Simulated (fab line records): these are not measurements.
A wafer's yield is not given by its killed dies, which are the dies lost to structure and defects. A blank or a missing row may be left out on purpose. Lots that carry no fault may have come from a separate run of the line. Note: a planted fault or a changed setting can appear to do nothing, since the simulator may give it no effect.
The same fault as seen by 2 desks    flow rit-cmos    only its own numbers are on each desk; what lay behind them is given at the end

== METROLOGY DESK ==
What the gauges read for every lot (on any tool): the sampled wafers with a number, averaged. Marked OUT: a lot whose mean sits more than 4 standard deviations from the usual mean, which makes it out of limits; the brackets give that distance.
Columns: A = ACTIVE_NITRIDE_THK at RIT_ACTIVE_THK_MEAS_04, usual 150.3 nm; B = NWELL_OVL at RIT_NWELL_OVL_MEAS_06, usual -1.0 nm; C = NWELL_RS at RIT_WELLDRIVE_RS_MEAS_01, usual 274.9 ohm/sq; D = PWELL_RS at RIT_WELLDRIVE_RS_MEAS_02, usual 429.1 ohm/sq
lot   first seen here  A      B     C                D
L903  day 1 13:32      151.5  -0.1  274.5            427.6
L904  day 1 18:32      151.6  -0.1  274.2            427.8
L905  day 2 00:16      150.6  0.4   274.2            428.6
L906  day 2 04:33      150.2  -0.4  274.9            430.4
L907  day 2 10:31      151.5  -1.4  275.6            430.9
L908  day 2 14:33      149.4  -0.3  275.9            430.0
L909  day 2 20:16      151.1  -1.1  275.3            428.8
L910  day 3 00:32      151.2  -2.5  275.0            430.0
L911  day 3 05:32      150.3  -0.1  276.0            429.0
L912  day 3 10:32      150.3  -1.1  284.2 (+12) OUT  440.6 (+8.2) OUT
L913  day 3 16:47      149.0  -2.3  283.9 (+12) OUT  435.8 (+4.8) OUT
L914  day 3 21:04      150.2  -1.8  284.1 (+12) OUT  436.2 (+5.0) OUT
L922  day 5 12:32      152.3  -0.1  274.9            430.3
L924  day 5 22:32      149.7  -0.6  274.3            426.4
L926  day 6 08:32      149.1  -2.0  274.2            428.8
Finding of this desk: L912, L913, L914 out of limits, first seen on L912 at day 4 03:16 (NWELL_RS at RIT_WELLDRIVE_RS_MEAS_01). Within limits: L903, L904, L905, L906, L907, L908, L909, L910, L911, L922, L924, L926.

== FOR THE TOOL OWNER'S DESK: furnace-04 ==
Per lot that ran on this tool, the mean of the sampled wafers carrying a number, from the tool's own readings at RIT_WELLDRIVE_ANNEAL_00 (time 14700 s). Marked OUT: a lot whose mean sits more than 4 standard deviations from the usual mean, which makes it out of limits; the brackets give that distance.
Columns: A = spike-tc-centre-C at RIT_WELLDRIVE_ANNEAL_00, usual 1102.2 C; B = spike-tc-load-C at RIT_WELLDRIVE_ANNEAL_00, usual 1129.6 C; C = spike-tc-source-C at RIT_WELLDRIVE_ANNEAL_00, usual 1128.4 C; D = tube-center-temp-C at RIT_WELLDRIVE_ANNEAL_00, usual 1100 C; E = tube_center_temp_C_max at RIT_WELLDRIVE_ANNEAL_00, usual 1102.8
lot   first seen here  A                  B                  C                  D               E
L905  day 2 10:09      1102.3             1129.8             1127.2             1100            1102.5
L908  day 2 23:43      1103.1             1130.6             1127.8             1100            1102.4
L910  day 3 10:53      1102.7             1130.0             1127.8             1100            1102.7
L911  day 3 17:06      1103.2             1130.8             1127.8             1100            1103.0
L912  day 3 22:11      1094.5 (-6.4) OUT  1122.2 (-4.9) OUT  1118.8 (-4.4) OUT  1092 (-73) OUT  1094.9 (-18) OUT
L913  day 4 04:20      1095.0 (-6.0) OUT  1122.4 (-4.8) OUT  1118.8 (-4.3) OUT  1092 (-72) OUT  1095.2 (-17) OUT
L914  day 4 09:40      1094.9 (-6.1) OUT  1121.9 (-5.1) OUT  1119.5 (-4.0) OUT  1092 (-73) OUT  1094.6 (-18) OUT
This desk's verdict: out of limits on L912, L913, L914, starting with L912 at day 3 22:11 (spike-tc-centre-C at RIT_WELLDRIVE_ANNEAL_00). Within limits: L905, L908, L910, L911.

== PUT TOGETHER ==
An alarm could have come from the tool owner's desk at day 3 22:11, on L912, L913, L914.
L912, L913, L914 would have let the metrology desk raise an alarm at day 4 03:16.
The lots listed all ran RIT_WELLDRIVE_ANNEAL_00 on furnace-04.

== WHAT THE SIMULATOR HAD PUT IN ==
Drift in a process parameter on furnace-04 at RIT_WELLDRIVE_ANNEAL_00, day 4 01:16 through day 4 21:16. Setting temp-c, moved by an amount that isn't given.
Lots struck among those shown: L912, L913, L914.
